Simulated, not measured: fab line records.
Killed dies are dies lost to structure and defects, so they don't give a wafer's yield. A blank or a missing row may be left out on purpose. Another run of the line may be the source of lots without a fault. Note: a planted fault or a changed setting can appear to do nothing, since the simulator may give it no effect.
What tool caused it? -- flow ritCmos -- 7 lots with 21 wafers sampled at 2 steps, on a route of 202 steps

== WHAT THE GAUGES READ, wafer by wafer ==
RIT_SDANNEAL_RS_MEAS_06: a four-point-probe measurement.
lot,measured,on,PLDD_RS (ohm/sq)
L261,day 3 16:52,filmMetro-01,178.0 178.3 178.4
L263,day 4 09:41,filmMetro-01,179.1 178.8 178.6
L265,day 4 15:18,filmMetro-02,178.0 178.1 178.0
L272,day 6 01:02,filmMetro-03,184.1 184.3 184.5
L275,day 6 14:39,filmMetro-03,178.1 178.3 178.5
L277,day 7 01:30,filmMetro-02,179.0 178.7 178.8
L281,day 7 21:03,filmMetro-02,178.2 178.4 177.9

== TOOL THAT RAN EACH LOT (tool first, then ch and the chambers of the sampled wafers, then the start) ==
lot,RIT_PLDD_IMPLANT_08
L261,"implanter-01 ch 0, day 3 10:22"
L263,"implanter-04 ch 0, day 4 01:50"
L265,"implanter-04 ch 0, day 4 08:40"
L272,"implanter-04 ch 0, day 5 18:22"
L275,"implanter-02 ch 0, day 6 07:41"
L277,"implanter-02 ch 0, day 6 18:52"
L281,"implanter-02 ch 0, day 7 14:31"
- RIT_PLDD_IMPLANT_08

== THE ANSWER, worked out from the rows above alone ==
Rule: the usual values come from the lots themselves. The widest of any qualifying gaps counts: lots, ordered by their means at a reading, are off when they make up no more than a third of the lots, leave a main group of 4 or more, and stand apart from it by 3 or more times the standard deviation of that group's means. Not used: any main group whose means are identical at the precision the tables above print for the reading. Also off: a lot with no number at a reading for which 4 or more lots have one. The other lots that the step has rows for count as sound.
Off: L272, seen at RIT_SDANNEAL_RS_MEAS_06 (PLDD_RS). Main group: mean 178.4 ohm/sq, sd 0.32.
A tool fits if, at a process step before that reading, it ran every lot that is off, and no sound lot after the first of them. The gauges at RIT_SDANNEAL_RS_MEAS_06 are tried like those tools. One candidate fits, namely implanter-04 at RIT_PLDD_IMPLANT_08. A fault onset in the window from L265 (day 4 08:40, its last sound lot) to L272 (day 5 18:22, its first lot off) fits.

== WHAT THE SIMULATOR HAD INSERTED ==
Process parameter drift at RIT_PLDD_IMPLANT_08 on implanter-04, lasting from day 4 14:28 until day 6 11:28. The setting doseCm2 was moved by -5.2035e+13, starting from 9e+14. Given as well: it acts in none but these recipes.
Lots struck among those shown: L272. This agrees with what the rule above found.
